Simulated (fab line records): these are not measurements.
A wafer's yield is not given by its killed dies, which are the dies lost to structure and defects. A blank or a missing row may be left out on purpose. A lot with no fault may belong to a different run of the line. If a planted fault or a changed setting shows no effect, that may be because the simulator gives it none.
The tool behind it: which one?	flow rit-cmos	45 wafers from 15 lots sampled at 6 of the route's 202 steps

== WHAT THE GAUGES READ, wafer by wafer ==
RIT_PWELL_OVL_MEAS_06.
lot	measured	on	PWELL_OVL (nm)
L563	day 2 00:49	overlay-02	0.6 1.8 2.8
L564	day 2 06:09	overlay-01	-0.5 -1.9 -1.2
L565	day 2 08:59	overlay-02	0.7 0.4 0.5
L566	day 2 14:35	overlay-01	1.4 -0.4 0.3
L567	day 2 21:19	overlay-02	1.2 -0.3 0.1
L568	day 3 02:46	overlay-01	0.7 0.2 -0.8
L569	day 3 08:48	overlay-01	1.2 -0.9 -0.2
L571	day 3 22:58	overlay-02	0.4 -0.5 0.6
L572	day 4 01:44	overlay-02	0.9 2.4 3.3
L573	day 4 06:31	overlay-02	0.6 2.7 0.6
L579	day 5 09:08	overlay-02	1.6 2.4 -0.2
L580	day 5 15:38	overlay-01	-1.4 0.3 -0.6
L583	day 6 04:34	overlay-01	-1.1 -1.5 1.9
L585	day 6 14:17	overlay-01	1.8 1.0 -0.6
L586	day 6 17:35	overlay-02	1.0 0.8 -1.9

RIT_PLDD_TW_MEAS_10.
lot	measured	on	PLDD_TW
L563	day 3 00:14	film-metro-04	2354 2368 2358
L564	day 3 05:17	film-metro-04	2357 2359 2353
L565	day 3 06:43	film-metro-04	2351 2350 2345
L566	day 3 17:53	film-metro-04	2363 2357 2350
L567	day 4 00:37	film-metro-03	2372 2374 2362
L568	day 4 08:11	film-metro-02	2350 2350 2339
L569	day 4 07:58	film-metro-03	2375 2373 2373
L571	day 4 23:31	film-metro-04	2760 2756 2752
L572	day 5 01:58	film-metro-04	2350 2351 2351
L573	day 5 05:32	film-metro-04	2735 2739 2745
L579	day 6 08:59	film-metro-02	2349 2357 2351
L580	day 6 14:18	film-metro-02	2737 2764 2755
L583	day 7 09:07	film-metro-02	2358 2366 2353
L585	day 7 18:17	film-metro-03	2345 2342 2367
L586	day 8 06:31	film-metro-02	2368 2349 2343

RIT_NSD_OVL_MEAS_06.
lot	measured	on	NSD_OVL (nm)
L563	day 3 03:40	overlay-02	-0.4 -1.8 -0.1
L564	day 3 08:43	overlay-02	0.3 0.6 -1.0
L565	day 3 10:46	overlay-01	1.3 0.7 -1.3
L566	day 3 22:22	overlay-02	0.9 1.3 3.2
L567	day 4 04:01	overlay-02	0.7 0.0 0.3
L568	day 4 11:46	overlay-02	1.5 2.3 2.3
L569	day 4 11:29	overlay-02	0.4 2.1 0.7
L571	day 5 03:20	overlay-02	0.5 -1.8 -1.6
L572	day 5 05:22	overlay-01	0.1 1.8 0.7
L573	day 5 11:43	overlay-01	3.1 1.8 1.4
L579	day 6 12:23	overlay-01	-1.3 -0.7 -0.1
L580	day 6 19:09	overlay-01	1.3 0.3 0.0
L583	day 7 12:39	overlay-01	0.4 3.3 2.5
L585	day 7 22:57	overlay-02	-0.1 -0.3 -2.0
L586	day 8 10:53	overlay-02	-1.8 -0.4 0.2

RIT_SDANNEAL_RS_MEAS_06: the measuring method here is four-point-probe.
lot	measured	on	PLDD_RS (ohm/sq)
L563	day 3 06:38	film-metro-02	177.0 177.0 176.6
L564	day 3 11:32	film-metro-02	177.5 177.5 177.3
L565	day 3 13:37	film-metro-03	176.8 177.8 177.7
L566	day 4 01:05	film-metro-02	176.8 177.2 176.9
L567	day 4 07:03	film-metro-03	176.9 176.3 177.7
L568	day 4 14:34	film-metro-02	176.8 176.3 176.7
L569	day 4 14:19	film-metro-04	176.7 176.6 176.1
L571	day 5 06:51	film-metro-03	151.2 151.5 151.0
L572	day 5 08:14	film-metro-04	177.3 177.7 177.1
L573	day 5 21:44	film-metro-03	151.6 151.7 151.6
L579	day 6 15:11	film-metro-03	177.1 177.3 176.7
L580	day 6 22:18	film-metro-02	151.9 151.3 150.8
L583	day 7 15:19	film-metro-02	176.9 176.9 177.1
L585	day 8 01:37	film-metro-03	176.7 177.1 177.0
L586	day 8 13:40	film-metro-04	177.2 177.0 177.1

== WHAT TOOL EACH LOT RAN ON (gives the tool, then ch and the chambers of the sampled wafers, and finally the start) ==
lot	RIT_PWELL_STRIP_09	RIT_PLDD_IMPLANT_08
L563	plasma-asher-01 ch 0,1, day 2 01:26	implanter-02 ch 0, day 2 23:57
L564	plasma-asher-03 ch 0,1, day 2 06:35	implanter-04 ch 0, day 3 04:59
L565	plasma-asher-01 ch 0,1, day 2 09:28	implanter-04 ch 0, day 3 06:25
L566	plasma-asher-01 ch 0,1, day 2 15:05	implanter-02 ch 0, day 3 17:35
L567	plasma-asher-01 ch 0,1, day 2 21:44	implanter-02 ch 0, day 4 00:18
L568	plasma-asher-01 ch 0, day 3 03:11	implanter-02 ch 0, day 4 07:53
L569	plasma-asher-04 ch 0,1, day 3 09:14	implanter-04 ch 0, day 4 07:39
L571	plasma-asher-04 ch 0,1, day 3 23:25	implanter-02 ch 0, day 4 22:52
L572	plasma-asher-01 ch 0,1, day 4 02:13	implanter-04 ch 0, day 5 01:41
L573	plasma-asher-01 ch 0,1, day 4 06:57	implanter-02 ch 0, day 5 04:54
L579	plasma-asher-04 ch 0,1, day 5 09:34	implanter-01 ch 0, day 6 08:40
L580	plasma-asher-01 ch 0,1, day 5 16:07	implanter-02 ch 0, day 6 13:41
L583	plasma-asher-03 ch 0,1, day 6 05:01	implanter-01 ch 0, day 7 08:48
L585	plasma-asher-01 ch 0,1, day 6 14:44	implanter-04 ch 0, day 7 17:58
L586	plasma-asher-01 ch 0,1, day 6 18:02	implanter-01 ch 0, day 8 06:12
- RIT_PWELL_STRIP_09: strips in O2, time 180 s.
- RIT_PLDD_IMPLANT_08

== WHAT THE TOOLS THEMSELVES READ (means of the sampled wafers that have a number; where no wafer has one, the mark that the record gives instead) ==
RIT_PWELL_STRIP_09.
lot	tool	drypump-motor-current-A (A)	rf-refl-power-W (W)
L563	plasma-asher-01	5.72	5.8
L564	plasma-asher-03	5.61	8.5
L565	plasma-asher-01	5.74	5.8
L566	plasma-asher-01	5.88	5.6
L567	plasma-asher-01	5.73	5.6
L568	plasma-asher-01	5.55	5.6
L569	plasma-asher-04	5.85	6.9
L571	plasma-asher-04	5.84	7.0
L572	plasma-asher-01	5.89	5.4
L573	plasma-asher-01	5.90	5.6
L579	plasma-asher-04	5.76	5.3
L580	plasma-asher-01	5.73	5.7
L583	plasma-asher-03	5.61	8.5
L585	plasma-asher-01	5.72	5.6
L586	plasma-asher-01	5.72	5.9

== THE ANSWER, worked out from the rows above alone ==
Rule: the usual values come from the lots themselves. Put in order of their means at a reading, lots are off if they are a third of the lots or fewer, leave a main group of 4 or more, and stand apart from it by a gap of 3 or more times the standard deviation of the main group's means; of several such gaps the widest counts. If all means in a main group match to the digits the tables above print for the reading, that group is not used. Also off: a lot with no number at a reading for which 4 or more lots have one. The other lots that the step has rows for count as sound. Order of review: gauges by route order, followed by the tools' own readings, for which a lot's mean as printed above is used. The first step at which some lot is off is used, and at that step the reading that is off furthest; a lot without a number counts as furthest.
Off: L571, L573, L580, at RIT_PLDD_TW_MEAS_10 (PLDD_TW). For the main group the mean is 2356 and the standard deviation 7.8.
A tool fits if, at a process step before that reading, it ran every lot that is off, and no sound lot after the first of them. Those tools and the gauges at RIT_PLDD_TW_MEAS_10 are tried in the same way. One fits: RIT_PLDD_IMPLANT_08 on implanter-02. Its last sound lot is L568 (day 4 07:53), its first lot that is off L571 (day 4 22:52): a fault that began between those two fits.

== WHAT HAD BEEN PUT IN BY THE SIMULATOR ==
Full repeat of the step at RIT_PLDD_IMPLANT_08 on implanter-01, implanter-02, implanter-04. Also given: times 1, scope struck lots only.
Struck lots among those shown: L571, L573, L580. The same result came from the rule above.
